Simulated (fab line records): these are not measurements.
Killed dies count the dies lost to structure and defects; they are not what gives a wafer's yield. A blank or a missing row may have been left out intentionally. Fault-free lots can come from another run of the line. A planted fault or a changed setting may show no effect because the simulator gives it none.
Chamber matching ; flow rit_cmos ; RIT_GATE_ETCH_19 on rie_si-02: 4 sister chambers
The step etches poly-Si in SF6/CHF3/O2, stops on SiO2, time 165 s, target depth 312.5 nm. 16 wafers are shown with their chamber, then 8 later ones without.

EACH WAFER AND ITS CHAMBER
wafer;chamber;drypump_motor_current_A (A);throttle_valve_pct (%);oes_product_au (a.u.)
L235.1;0;6.4;10.04;0.844
L235.4;2;5.4;10.42;0.839
L235.5;1;5.2;10.01;0.840
L237.1;2;5.4;10.40;0.846
L237.2;0;6.4;10.03;0.853
L237.3;3;5.0;10.50;0.835
L239.1;1;5.2;10.02;0.837
L239.3;2;5.4;10.42;0.850
L239.6;3;5.1;10.49;0.828
L241.1;2;5.4;10.42;0.837
L241.4;0;6.4;10.04;0.845
L241.6;0;6.4;10.03;0.846
L247.3;0;6.4;10.03;0.838
L247.4;0;6.4;10.04;0.841
L247.5;2;5.4;10.41;0.845
L253.1;0;6.4;10.03;0.852

SIGNATURES (means of the wafers above)
reading;chamber 0;chamber 1;chamber 2;chamber 3;scatter within a chamber
drypump_motor_current_A;6.400;5.200;5.400;5.050;0.0204
throttle_valve_pct;10.0343;10.0150;10.4140;10.4950;0.00702
oes_product_au;0.84557;0.83850;0.84340;0.83150;0.00516
Rule: for each reading, subtract the chamber's mean from the wafer's reading, divide by that reading's scatter and square the result; add these up over the readings and take the root, which gives the wafer's distance from the chamber. The wafer belongs to the nearest chamber; if the next one is less than 2 further off, it can't be placed. The scatter: the root of (the sum of the squares of (reading less its chamber's mean) over the shown wafers, divided by (wafers less chambers)).

WAFERS WHOSE CHAMBER IS MISSING
wafer;drypump_motor_current_A (A);throttle_valve_pct (%);oes_product_au (a.u.)
L253.2;5.4;10.40;0.849
L253.5;5.1;10.47;0.841
L255.3;5.1;10.49;0.841
L255.4;5.4;10.41;0.843
L255.6;5.0;10.47;0.846
L257.3;5.4;10.39;0.840
L257.4;5.0;10.47;0.833
L257.6;6.4;10.03;0.862

EACH ONE'S CHAMBER
wafer;from the rows above;in truth
L253.2;2;2
L253.5;3;3
L255.3;3;3
L255.4;2;2
L255.6;3;3
L257.3;2;2
L257.4;3;3
L257.6;0;0
Correct placement for 8 of the 8. Can't be placed from these rows: 0. Number placed wrongly: 0.
